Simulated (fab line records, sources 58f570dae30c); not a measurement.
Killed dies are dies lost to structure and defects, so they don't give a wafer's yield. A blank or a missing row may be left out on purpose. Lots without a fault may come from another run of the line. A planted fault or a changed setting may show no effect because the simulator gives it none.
Problem report in the 8D (eight disciplines) form, filled by code | flow berkeley_cmos170 | the parts of the form that need people (team, actions taken, sign-off) are left out

1. THE PROBLEM
NSD_RS at UCB170_SDANNEAL_RS_MEAS_03 reads a mean of 38.25 ohm/sq on 6 wafers of 2 lots; wafers without a fault read 37.27 ohm/sq with a standard deviation of 0.088. That is +11 standard deviations from the usual mean.
The step: measures by four-point-probe.
First seen on wafer L619.1, day 9 10:43, on film_metro-01. The record holds 42 wafers of 14 lots with a number at this step. Rule for "out", or "out of limits": more than 4 standard deviations from the usual mean. The other wafers with a number count as sound.

2. WHAT IT IS AND WHAT IT IS NOT
question                    | is                           | is not
which readings at this step | NSD_RS                       | -
which lots                  | L619, L621                   | L607, L608, L609, L610, L611, L613, L616, L620, L625, L628, L629, L630
which wafers of those lots  | all that have a number       | -
read on which gauges        | film_metro-01, film_metro-04 | film_metro-03
when                        | from day 9 10:43             | up to then (21 sound wafers); but 15 sound wafers of L620, L625, L628, L629, L630 came after

3. SUSPECTS, AND WHAT RULES EACH OUT
Counting: a tool at a process step up to the reading stays a suspect if it ran every lot that is out and no sound lot after the first of them.
- the gauge at UCB170_SDANNEAL_RS_MEAS_03: ruled out. The wafers that are out were read on 2 gauges (film_metro-01, film_metro-04).
- implanter-03 at UCB170_NSD_IMPLANT_08: kept. It ran every lot that is out, first L619 (day 9 09:08), and no sound lot after that; its last sound lot up to then is L609 (day 7 11:39). Its own readings are out on those wafers: dose_ions_cm2.
Left after counting: implanter-03 at UCB170_NSD_IMPLANT_08.

4. THE CAUSE (what the simulator had put in)
Process parameter drift: implanter-03, from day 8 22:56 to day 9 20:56, at UCB170_NSD_IMPLANT_08. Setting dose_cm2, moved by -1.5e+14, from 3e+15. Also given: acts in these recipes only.
Counting left only this tool.

5. THE CHAIN OF EFFECTS, in route order
Each row: a reading whose mean over the struck wafers that have a number lies more than 3 standard deviations from the usual. Only readings for which the record gives a usual standard deviation are gone through. hours: the time from each lot's start at the first step in this table that gives one to its start at this step, as a median over the lots. sigmas: the change in usual standard deviations.
hours | step                       | reading                  | usual        | on struck wafers | change | sigmas
0     | UCB170_NSD_IMPLANT_08      | dose_ions_cm2            | 3e+15        | 3e+15            | -2e+14 | -43
0     | UCB170_NSD_IMPLANT_08      | faraday_current_uA       | 9245         | 8674             | -571   | -3.2
0     | UCB170_NSD_STRIP_09        | strip_time_to_endpoint_s | 35.84 s      | 35.33            | -0.51  | -6.8
2     | UCB170_SDANNEAL_RS_MEAS_03 | NSD_RS                   | 37.27 ohm/sq | 38.25            | +0.98  | +11
The process steps in it:
- UCB170_NSD_IMPLANT_08
- UCB170_NSD_STRIP_09: strips in O2.
Later measuring or inspecting steps at which every struck wafer that the step has a row for has a number for every such reading, and none has moved that far: UCB170_CONTACT_OVL_MEAS_16.

6. WHAT WOULD HAVE CAUGHT IT SOONER
In this record the first reading out of limits at a measuring or inspecting step was taken at day 9 10:43, 12 hours after the fault began at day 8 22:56.
The tool's own readings at UCB170_NSD_IMPLANT_08 were out on every struck wafer that the step has a row for (dose_ions_cm2): an alarm limit on them would have fired on the first of those.
Of the lots that are out (2), L621 began UCB170_NSD_IMPLANT_08 on implanter-03 after day 9 10:43. A hold on the tool at that time would have spared it.
